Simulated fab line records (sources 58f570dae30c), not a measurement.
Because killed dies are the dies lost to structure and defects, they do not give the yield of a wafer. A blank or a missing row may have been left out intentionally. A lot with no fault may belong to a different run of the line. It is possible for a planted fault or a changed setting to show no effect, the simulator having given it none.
Chamber matching / flow berkeleyCmos170 / UCB170_V2_CMP_02 on cmp-01: 4 sister chambers
The step polishes SiO2. 16 wafers are shown with their chamber, then 7 later ones without.

== EACH WAFER AND ITS CHAMBER ==
wafer=L186.3; chamber=3; motorCurrentA (A)=17.5; edgeZonePressureFrac=1.000
wafer=L186.5; chamber=3; motorCurrentA (A)=18.3; edgeZonePressureFrac=1.000
wafer=L186.6; chamber=2; motorCurrentA (A)=15.5; edgeZonePressureFrac=1.000
wafer=L189.1; chamber=2; motorCurrentA (A)=14.8; edgeZonePressureFrac=1.000
wafer=L189.4; chamber=1; motorCurrentA (A)=15.8; edgeZonePressureFrac=1.009
wafer=L189.6; chamber=0; motorCurrentA (A)=13.6; edgeZonePressureFrac=1.002
wafer=L187.1; chamber=2; motorCurrentA (A)=15.3; edgeZonePressureFrac=1.001
wafer=L187.3; chamber=1; motorCurrentA (A)=15.9; edgeZonePressureFrac=1.007
wafer=L187.6; chamber=0; motorCurrentA (A)=14.0; edgeZonePressureFrac=0.991
wafer=L191.3; chamber=2; motorCurrentA (A)=15.4; edgeZonePressureFrac=0.997
wafer=L191.4; chamber=1; motorCurrentA (A)=14.5; edgeZonePressureFrac=0.997
wafer=L191.5; chamber=1; motorCurrentA (A)=14.9; edgeZonePressureFrac=0.995
wafer=L193.1; chamber=1; motorCurrentA (A)=16.5; edgeZonePressureFrac=0.995
wafer=L193.3; chamber=0; motorCurrentA (A)=13.3; edgeZonePressureFrac=1.005
wafer=L201.1; chamber=2; motorCurrentA (A)=15.4; edgeZonePressureFrac=0.999
wafer=L201.3; chamber=0; motorCurrentA (A)=14.7; edgeZonePressureFrac=0.998

SIGNATURES (averages over the wafers above)
reading=motorCurrentA; chamber 0=13.900; chamber 1=15.520; chamber 2=15.280; chamber 3=17.900; scatter within a chamber=0.601
reading=edgeZonePressureFrac; chamber 0=0.99900; chamber 1=1.00060; chamber 2=0.99940; chamber 3=1.00000; scatter within a chamber=0.00505
Rule: a wafer lies at a distance from a chamber equal to the root of the sum of squares, over the readings, of (its reading less the chamber's mean, divided by the reading's scatter). If the next closest chamber is less than 2 further off than the closest, the wafer can't be placed; otherwise it belongs to the closest. How the scatter is found: for the shown wafers, subtract from each reading the mean of its chamber, square and add these, divide the total by (wafers less chambers), then take the root.

== WAFERS WHOSE CHAMBER IS MISSING ==
wafer=L201.6; motorCurrentA (A)=17.8; edgeZonePressureFrac=1.000
wafer=L203.1; motorCurrentA (A)=15.7; edgeZonePressureFrac=0.999
wafer=L203.4; motorCurrentA (A)=14.3; edgeZonePressureFrac=1.002
wafer=L203.5; motorCurrentA (A)=15.5; edgeZonePressureFrac=0.987
wafer=L208.2; motorCurrentA (A)=15.6; edgeZonePressureFrac=1.002
wafer=L208.3; motorCurrentA (A)=15.1; edgeZonePressureFrac=0.997
wafer=L208.4; motorCurrentA (A)=13.9; edgeZonePressureFrac=0.996

== WHICH CHAMBER EACH WENT THROUGH ==
wafer=L201.6; from the rows above=3; in truth=3
wafer=L203.1; from the rows above=can't be placed: 1 or 2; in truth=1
wafer=L203.4; from the rows above=can't be placed: 0 or 2 or 1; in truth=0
wafer=L203.5; from the rows above=can't be placed: 2 or 1 or 0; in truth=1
wafer=L208.2; from the rows above=can't be placed: 1 or 2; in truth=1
wafer=L208.3; from the rows above=can't be placed: 2 or 1 or 0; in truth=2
wafer=L208.4; from the rows above=can't be placed: 0 or 2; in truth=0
Placed correctly: 1 of 7. Unplaceable from these rows: 6, with the true chamber sitting among the candidates in 6. Wrongly placed: 0.
